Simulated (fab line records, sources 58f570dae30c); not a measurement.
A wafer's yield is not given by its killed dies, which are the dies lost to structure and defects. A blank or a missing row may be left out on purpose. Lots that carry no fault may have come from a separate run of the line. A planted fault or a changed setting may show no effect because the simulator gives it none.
The same fault as seen by 2 desks    flow berkeley_cmos170    numbers are kept per desk, each desk with only its own; the story behind them comes last

AT THE TOOL OWNER'S DESK: furnace-02
The tool's own readings at UCB170_GATE_OXIDATION_01 (target thk 6.6 nm, ox time 1887 s): means of the sampled wafers that have a number, for each lot that ran on this tool. Marked OUT: a lot whose mean sits more than 4 standard deviations from the usual mean, which makes it out of limits; the brackets give that distance.
Columns: A = ox_temp_c at UCB170_GATE_OXIDATION_01, usual 850.0 C; B = ox_temp_c_max at UCB170_GATE_OXIDATION_01, usual 853.5
lot   first seen here  A      B
L789  day 6 17:52      849.9  853.5
L790  day 6 17:52      849.9  854.0
L803  day 9 21:35      850.3  854.0
L804  day 10 14:52     849.7  852.6
L805  day 10 14:52     849.8  853.1
L807  day 10 14:52     850.3  853.6
This desk's verdict: no lot among the 6 shows anything out of limits.

THE METROLOGY DESK
What the gauges read for every lot (on any tool): the sampled wafers with a number, averaged. Marked OUT: a lot whose mean sits more than 4 standard deviations from the usual mean, which makes it out of limits; the brackets give that distance.
Columns: A = NVT_TW at UCB170_NVT_TW_MEAS_09, usual 518; B = cd_nm at UCB170_GATE_CD_MEAS_90, usual 350.3 nm
lot   first seen here  A    B
L785  day 6 00:56      523  352.1
L784  day 6 01:11      515  349.2
L786  day 6 06:54      522  349.2
L788  day 6 07:01      514  350.0
L787  day 6 07:15      522  349.8
L789  day 6 14:05      523  350.2
L790  day 6 14:19      524  352.1
L801  day 9 01:10      524  349.4
L800  day 9 01:23      511  350.1
L802  day 9 08:13      514  351.8
L803  day 9 17:15      512  349.6
L807  day 10 08:55     520  352.6
L805  day 10 09:10     511  348.4
L804  day 10 09:14     512  349.9
This desk's verdict: no lot among the 14 shows anything out of limits.

TAKEN TOGETHER
Nothing out of limits was seen by the tool owner's desk.
Metrology desk: nothing out of limits seen.

WHAT WAS PUT IN BY THE SIMULATOR
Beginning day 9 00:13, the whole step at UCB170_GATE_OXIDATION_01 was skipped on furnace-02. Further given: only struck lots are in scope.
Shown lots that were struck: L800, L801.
